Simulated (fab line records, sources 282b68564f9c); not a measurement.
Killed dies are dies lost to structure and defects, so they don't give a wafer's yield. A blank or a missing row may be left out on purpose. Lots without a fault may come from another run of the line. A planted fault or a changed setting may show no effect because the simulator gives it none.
Which tool did it? | flow rit_cmos | 15 lots, 45 wafers sampled, at 3 steps of a route of 202

WHAT THE GAUGES READ, wafer by wafer
RIT_ACTIVE_CD_MEAS_11: target cd 1400 nm.
lot  | measured    | on        | cd_nm (nm)
L467 | day 2 00:34 | cd_sem-01 | 1397.7 1398.2 1397.1
L469 | day 2 10:33 | cd_sem-01 | 1401.0 1402.6 1400.3
L471 | day 2 20:28 | cd_sem-02 | 1400.4 1398.3 1401.5
L474 | day 3 13:25 | cd_sem-02 | 1399.7 1401.8 1400.6
L475 | day 3 16:29 | cd_sem-02 | 1398.3 1398.3 1399.6
L476 | day 3 21:30 | cd_sem-02 | 1397.4 1399.5 1398.3
L479 | day 4 12:47 | cd_sem-01 | 1398.5 1399.1 1399.4
L480 | day 4 17:36 | cd_sem-01 | 1400.4 1399.2 1398.1
L481 | day 4 23:10 | cd_sem-02 | 1398.1 1398.9 1400.8
L482 | day 5 03:59 | cd_sem-01 | 1400.1 1403.4 1400.8
L483 | day 5 09:04 | cd_sem-01 | 1403.6 1401.0 1401.5
L484 | day 5 14:56 | cd_sem-02 | 1402.9 1402.8 1403.4
L485 | day 5 19:53 | cd_sem-02 | 1402.4 1404.6 1402.6
L487 | day 6 07:37 | cd_sem-02 | 1399.8 1400.4 1401.6
L488 | day 6 13:23 | cd_sem-01 | 1398.9 1399.6 1400.8

RIT_PWELL_TW_MEAS_10.
lot  | measured    | on            | PWELL_TW
L467 | day 2 09:19 | film_metro-04 | 941 945 946
L469 | day 2 19:16 | film_metro-01 | 938 939 941
L471 | day 3 04:26 | film_metro-04 | 951 955 959
L474 | day 3 21:29 | film_metro-01 | 946 943 942
L475 | day 4 00:44 | film_metro-04 | 952 956 947
L476 | day 4 06:14 | film_metro-01 | 942 945 951
L479 | day 4 21:23 | film_metro-04 | 945 947 944
L480 | day 5 01:26 | film_metro-02 | 957 956 954
L481 | day 5 08:02 | film_metro-04 | 936 940 934
L482 | day 5 12:07 | film_metro-01 | 944 944 941
L483 | day 5 17:34 | film_metro-02 | 945 952 951
L484 | day 5 22:50 | film_metro-01 | 946 946 942
L485 | day 6 04:02 | film_metro-04 | 947 945 948
L487 | day 6 15:43 | film_metro-04 | 950 945 945
L488 | day 6 21:13 | film_metro-04 | 944 944 942

RIT_WELLDRIVE_RS_MEAS_02: measures by four-point-probe.
lot  | measured    | on            | PWELL_RS (ohm/sq)
L467 | day 2 14:35 | film_metro-02 | 427.8 428.0 429.1
L469 | day 3 00:31 | film_metro-02 | 429.0 429.9 429.5
L471 | day 3 09:42 | film_metro-02 | 428.0 426.4 426.3
L474 | day 4 02:46 | film_metro-02 | 430.9 430.1 430.3
L475 | day 4 06:01 | film_metro-04 | 428.3 428.9 429.7
L476 | day 4 11:32 | film_metro-04 | 430.9 430.3 431.0
L479 | day 5 02:39 | film_metro-04 | 430.9 429.1 431.1
L480 | day 5 06:43 | film_metro-02 | 427.4 428.1 426.7
L481 | day 5 13:19 | film_metro-02 | 427.9 429.4 429.2
L482 | day 5 17:36 | film_metro-04 | 429.8 430.8 429.9
L483 | day 5 22:52 | film_metro-02 | 428.2 429.1 427.2
L484 | day 6 04:05 | film_metro-02 | 428.8 428.6 428.4
L485 | day 6 09:19 | film_metro-02 | 428.5 429.2 429.7
L487 | day 6 20:59 | film_metro-01 | 428.7 429.6 429.7
L488 | day 7 03:24 | film_metro-01 | 430.5 430.1 432.1

WHICH TOOL RAN EACH LOT (tool, then ch and the chambers of the sampled wafers, then the start)
The record holds no process step before these readings.

WHAT THE TOOLS THEMSELVES READ (means of the sampled wafers that have a number; where no wafer has one, the mark that the record gives instead)
The record holds no such reading with a usual standard deviation.

THE ANSWER, worked out from the rows above alone
Rule: what is usual is taken from the lots themselves. Put in order of their means at a reading, lots are off if they are a third of the lots or fewer, leave a main group of 4 or more, and stand apart from it by a gap of 3 or more times the standard deviation of the main group's means; of several such gaps the widest counts. A main group whose means are all the same, to the digits that the tables above print for the reading, isn't used. A lot without any number at a reading at which 4 lots or more have one is off too. The other lots that the step has rows for count as sound. The gauges are gone through in route order, then the tools' own readings, and for those a lot's mean is taken as printed above. The first step at which some lot is off is used, and at that step the reading that is off furthest; a lot without a number counts as furthest.
No lot is off at any reading shown: from this, nothing can be told.

WHAT THE SIMULATOR HAD PUT IN
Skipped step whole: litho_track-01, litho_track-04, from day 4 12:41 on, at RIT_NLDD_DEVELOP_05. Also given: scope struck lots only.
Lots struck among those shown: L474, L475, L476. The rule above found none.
